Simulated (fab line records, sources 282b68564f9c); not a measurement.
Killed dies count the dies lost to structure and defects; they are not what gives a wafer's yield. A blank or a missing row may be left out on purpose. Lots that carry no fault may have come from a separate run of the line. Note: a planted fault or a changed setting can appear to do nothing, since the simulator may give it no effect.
The tool behind it: which one? + flow rit-cmos + 42 wafers from 14 lots sampled at 2 of the route's 202 steps

WHAT THE GAUGES READ, wafer by wafer
The record lacks any reading of a measuring or inspecting step that a usual standard deviation could be used to judge.

EACH LOT AND THE TOOL THAT RAN IT (in order: tool; ch and the chambers of the sampled wafers; start)
| lot  | RIT_NLDD_SOFTBAKE_02             | RIT_M1_PROBE_99        |
|------|----------------------------------|------------------------|
| L399 | litho-track-04 ch 0, day 3 03:29 | -                      |
| L401 | litho-track-03 ch 0, day 3 07:30 | -                      |
| L404 | litho-track-03 ch 0, day 4 00:46 | -                      |
| L403 | litho-track-02 ch 0, day 4 00:56 | -                      |
| L405 | litho-track-04 ch 0, day 4 01:05 | -                      |
| L406 | litho-track-04 ch 0, day 4 05:56 | -                      |
| L408 | litho-track-03 ch 0, day 4 15:03 | prober-01, day 5 07:23 |
| L409 | litho-track-04 ch 0, day 4 20:35 | -                      |
| L411 | litho-track-03 ch 0, day 5 07:14 | -                      |
| L414 | litho-track-03 ch 0, day 5 23:59 | -                      |
| L418 | litho-track-03 ch 0, day 7 03:16 | -                      |
| L419 | litho-track-04 ch 0, day 7 07:08 | -                      |
| L420 | litho-track-04 ch 0, day 7 14:10 | -                      |
| L422 | litho-track-04 ch 0, day 8 00:50 | -                      |
- RIT_NLDD_SOFTBAKE_02: time 60 s.
- RIT_M1_PROBE_99

WHAT THE TOOLS THEMSELVES READ (means of the sampled wafers that have a number; where no wafer has one, the mark that the record gives instead)
RIT_NLDD_SOFTBAKE_02.
| lot  | tool           | heater-power-total-W (W) | run-length-s (s) |
|------|----------------|--------------------------|------------------|
| L399 | litho-track-04 | 34.56                    | 89.31            |
| L401 | litho-track-03 | 34.59                    | 89.16            |
| L404 | litho-track-03 | 34.58                    | 89.18            |
| L403 | litho-track-02 | 34.55                    | 89.21            |
| L405 | litho-track-04 | 34.54                    | 89.38            |
| L406 | litho-track-04 | 34.56                    | 89.29            |
| L408 | litho-track-03 | 34.57                    | 89.21            |
| L409 | litho-track-04 | 34.58                    | 89.26            |
| L411 | litho-track-03 | 34.52                    | 89.06            |
| L414 | litho-track-03 | 35.75                    | 82.70            |
| L418 | litho-track-03 | 35.79                    | 82.72            |
| L419 | litho-track-04 | 34.59                    | 89.31            |
| L420 | litho-track-04 | 34.56                    | 89.27            |
| L422 | litho-track-04 | 34.56                    | 89.23            |

RIT_M1_PROBE_99.
| lot  | tool      | killed_at_M0_to_M3 | killed-at-contacts | killed-at-front-end | killed-dies | killed-open | killed-short |
|------|-----------|--------------------|--------------------|---------------------|-------------|-------------|--------------|
| L408 | prober-01 | 0.0                | 0.0                | 6                   | 6           | 2.3         | 3.3          |

THE ANSWER, worked out from the rows above alone
Rule: the lots themselves supply what counts as usual. Put in order of their means at a reading, lots are off if they are a third of the lots or fewer, leave a main group of 4 or more, and stand apart from it by a gap of 3 or more times the standard deviation of the main group's means; of several such gaps the widest counts. A main group whose means are all the same, to the digits that the tables above print for the reading, isn't used. Also off: a lot with no number at a reading for which 4 or more lots have one. Any other lot the step has rows for is counted as sound. Order of review: gauges by route order, followed by the tools' own readings, for which a lot's mean as printed above is used. The first step at which some lot is off is used, and at that step the reading that is off furthest; a lot without a number counts as furthest.
Off at RIT_NLDD_SOFTBAKE_02 (run-length-s): L414, L418. The main group: mean 89.24 s, standard deviation 0.08.
If a tool, at that step or one of the process steps before it, ran each lot that is off and ran no sound lot following the first of them, it fits. One fits: litho-track-03 at RIT_NLDD_SOFTBAKE_02. Its last sound lot is L411 (day 5 07:14), its first lot that is off L414 (day 5 23:59): a fault that began between those two fits.
The tool's own readings at RIT_NLDD_SOFTBAKE_02 bear it out: on the lots that are off they differ by more than 5 times the standard deviation of the sound lots' means. heater-power-total-W reads 35.77 W there against 34.56 W on the sound lots; run-length-s reads 82.71 s there against 89.24 s on the sound lots.

WHAT THE SIMULATOR HAD INSERTED
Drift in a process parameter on litho-track-03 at RIT_NLDD_SOFTBAKE_02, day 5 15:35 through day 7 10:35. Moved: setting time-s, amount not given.
Shown lots that were struck: L414, L418. Same finding as the rule above.
